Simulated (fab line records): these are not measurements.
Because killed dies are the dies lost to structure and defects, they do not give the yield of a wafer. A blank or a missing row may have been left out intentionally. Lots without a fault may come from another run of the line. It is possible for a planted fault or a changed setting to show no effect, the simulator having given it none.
Which tool did it? :: flow rit_cmos :: 39 wafers from 13 lots sampled at 4 of the route's 202 steps

## WHAT EACH GAUGE READ, for each wafer
RIT_FOX2_THK_MEAS_01.
lot: L548
measured: day 1 19:31
on: film_metro-04
FOX2_OXIDE_THK (nm): 335 339 335

lot: L549
measured: day 2 00:52
on: film_metro-03
FOX2_OXIDE_THK (nm): 361 361 368

lot: L551
measured: day 2 10:01
on: film_metro-04
FOX2_OXIDE_THK (nm): 358 354 361

lot: L552
measured: day 2 17:41
on: film_metro-01
FOX2_OXIDE_THK (nm): 354 354 353

lot: L555
measured: day 3 05:53
on: film_metro-01
FOX2_OXIDE_THK (nm): 363 360 358

lot: L556
measured: day 3 12:00
on: film_metro-01
FOX2_OXIDE_THK (nm): 343 343 343

lot: L557
measured: day 3 15:50
on: film_metro-01
FOX2_OXIDE_THK (nm): 347 345 347

lot: L558
measured: day 3 21:11
on: film_metro-01
FOX2_OXIDE_THK (nm): 350 346 350

lot: L560
measured: day 4 06:27
on: film_metro-01
FOX2_OXIDE_THK (nm): 343 345 343

lot: L564
measured: day 5 02:59
on: film_metro-03
FOX2_OXIDE_THK (nm): 344 350 355

lot: L569
measured: day 6 03:22
on: film_metro-03
FOX2_OXIDE_THK (nm): 368 365 370

lot: L570
measured: day 6 09:10
on: film_metro-01
FOX2_OXIDE_THK (nm): 348 349 347

lot: L571
measured: day 6 13:31
on: film_metro-04
FOX2_OXIDE_THK (nm): 361 360 362

RIT_NWELL_TW_MEAS_10.
lot: L548
measured: day 1 22:04
on: film_metro-01
NWELL_TW: 2166 2167 2166

lot: L549
measured: day 2 03:18
on: film_metro-01
NWELL_TW: 2181 2182 2185

lot: L551
measured: day 2 12:30
on: film_metro-02
NWELL_TW: 2181 2184 2176

lot: L552
measured: day 2 20:10
on: film_metro-04
NWELL_TW: 2122 2131 2129

lot: L555
measured: day 3 08:23
on: film_metro-04
NWELL_TW: 2130 2106 2124

lot: L556
measured: day 3 14:35
on: film_metro-04
NWELL_TW: 2112 2120 2130

lot: L557
measured: day 3 18:23
on: film_metro-01
NWELL_TW: 2164 2149 2172

lot: L558
measured: day 3 23:45
on: film_metro-01
NWELL_TW: 2165 2155 2162

lot: L560
measured: day 4 09:00
on: film_metro-04
NWELL_TW: 2114 2115 2116

lot: L564
measured: day 5 05:50
on: film_metro-04
NWELL_TW: 2117 2132 2126

lot: L569
measured: day 6 05:59
on: film_metro-01
NWELL_TW: 2183 2181 2167

lot: L570
measured: day 6 11:49
on: film_metro-04
NWELL_TW: 2122 2124 2109

lot: L571
measured: day 6 16:08
on: film_metro-04
NWELL_TW: 2114 2127 2127

RIT_PRETRO_OVL_MEAS_06.
lot: L548
measured: day 2 08:20
on: overlay-01
PRETRO_OVL (nm): -0.4 -0.2 0.0

lot: L549
measured: day 2 13:32
on: overlay-01
PRETRO_OVL (nm): 1.4 2.0 4.1

lot: L551
measured: day 2 22:49
on: overlay-02
PRETRO_OVL (nm): 1.0 0.4 -1.2

lot: L552
measured: day 3 05:59
on: overlay-02
PRETRO_OVL (nm): -1.2 -1.1 -0.4

lot: L555
measured: day 3 17:50
on: overlay-01
PRETRO_OVL (nm): -1.9 -2.1 -1.1

lot: L556
measured: day 4 00:39
on: overlay-01
PRETRO_OVL (nm): -0.4 -0.4 0.5

lot: L557
measured: day 4 03:58
on: overlay-01
PRETRO_OVL (nm): -0.5 0.7 0.2

lot: L558
measured: day 4 09:33
on: overlay-01
PRETRO_OVL (nm): -0.8 -1.3 1.4

lot: L560
measured: day 4 18:55
on: overlay-02
PRETRO_OVL (nm): 2.8 -0.4 0.9

lot: L564
measured: day 5 15:14
on: overlay-02
PRETRO_OVL (nm): -0.5 0.6 0.0

lot: L569
measured: day 6 16:01
on: overlay-02
PRETRO_OVL (nm): -0.4 1.1 -0.2

lot: L570
measured: day 6 21:45
on: overlay-02
PRETRO_OVL (nm): -1.2 -0.3 0.2

lot: L571
measured: day 7 01:55
on: overlay-02
PRETRO_OVL (nm): -1.7 -2.0 -1.7

## WHICH TOOL RAN EACH LOT (tool, then ch and the chambers of the sampled wafers, then the start)
lot: L548
RIT_FOX2_CLEAN_02: wet_bench-04 ch 3, day 1 19:33

lot: L549
RIT_FOX2_CLEAN_02: wet_bench-04 ch 3, day 2 00:55

lot: L551
RIT_FOX2_CLEAN_02: wet_bench-02 ch 2, day 2 10:03

lot: L552
RIT_FOX2_CLEAN_02: wet_bench-02 ch 2, day 2 17:44

lot: L555
RIT_FOX2_CLEAN_02: wet_bench-02 ch 3, day 3 05:56

lot: L556
RIT_FOX2_CLEAN_02: wet_bench-02 ch 2, day 3 12:04

lot: L557
RIT_FOX2_CLEAN_02: wet_bench-02 ch 0, day 3 15:53

lot: L558
RIT_FOX2_CLEAN_02: wet_bench-02 ch 0, day 3 21:15

lot: L560
RIT_FOX2_CLEAN_02: wet_bench-03 ch 0, day 4 06:30

lot: L564
RIT_FOX2_CLEAN_02: wet_bench-03 ch 0, day 5 03:02

lot: L569
RIT_FOX2_CLEAN_02: wet_bench-02 ch 2, day 6 03:26

lot: L570
RIT_FOX2_CLEAN_02: wet_bench-04 ch 2, day 6 09:13

lot: L571
RIT_FOX2_CLEAN_02: wet_bench-02 ch 3, day 6 13:34
- RIT_FOX2_CLEAN_02: cleans in dHF, time 180 s.

## WHAT THE TOOLS THEMSELVES READ (means of the sampled wafers that have a number; where no wafer has one, the mark that the record gives instead)
RIT_FOX2_CLEAN_02.
lot: L548
tool: wet_bench-04
run_length_s (s): 205

lot: L549
tool: wet_bench-04
run_length_s (s): 205

lot: L551
tool: wet_bench-02
run_length_s (s): 212

lot: L552
tool: wet_bench-02
run_length_s (s): 211

lot: L555
tool: wet_bench-02
run_length_s (s): 207

lot: L556
tool: wet_bench-02
run_length_s (s): 204

lot: L557
tool: wet_bench-02
run_length_s (s): 205

lot: L558
tool: wet_bench-02
run_length_s (s): 205

lot: L560
tool: wet_bench-03
run_length_s (s): 214

lot: L564
tool: wet_bench-03
run_length_s (s): 214

lot: L569
tool: wet_bench-02
run_length_s (s): 164

lot: L570
tool: wet_bench-04
run_length_s (s): 207

lot: L571
tool: wet_bench-02
run_length_s (s): 206

## THE ANSWER, worked out from the rows above alone
Rule: the usual values come from the lots themselves. The widest of any qualifying gaps counts: lots, ordered by their means at a reading, are off when they make up no more than a third of the lots, leave a main group of 4 or more, and stand apart from it by 3 or more times the standard deviation of that group's means. The tables above print the reading to a certain number of digits; a main group whose means all agree to those digits is not used. A lot without any number at a reading at which 4 lots or more have one is off too. Where the step has rows for the other lots, those lots are counted as sound. First the gauges in route order, then the tools' own readings, where a lot's mean is used as printed above. At the first step where some lot is off, the reading lying furthest off is the one used; lots without a number count as furthest.
Off: L569 (RIT_FOX2_CLEAN_02, run_length_s). Mean 208 s and standard deviation 3.6 in the main group.
If a tool, at that step or one of the process steps before it, ran each lot that is off and ran no sound lot following the first of them, it fits. No candidate that was tried fits.

## WHAT THE SIMULATOR HAD INSERTED
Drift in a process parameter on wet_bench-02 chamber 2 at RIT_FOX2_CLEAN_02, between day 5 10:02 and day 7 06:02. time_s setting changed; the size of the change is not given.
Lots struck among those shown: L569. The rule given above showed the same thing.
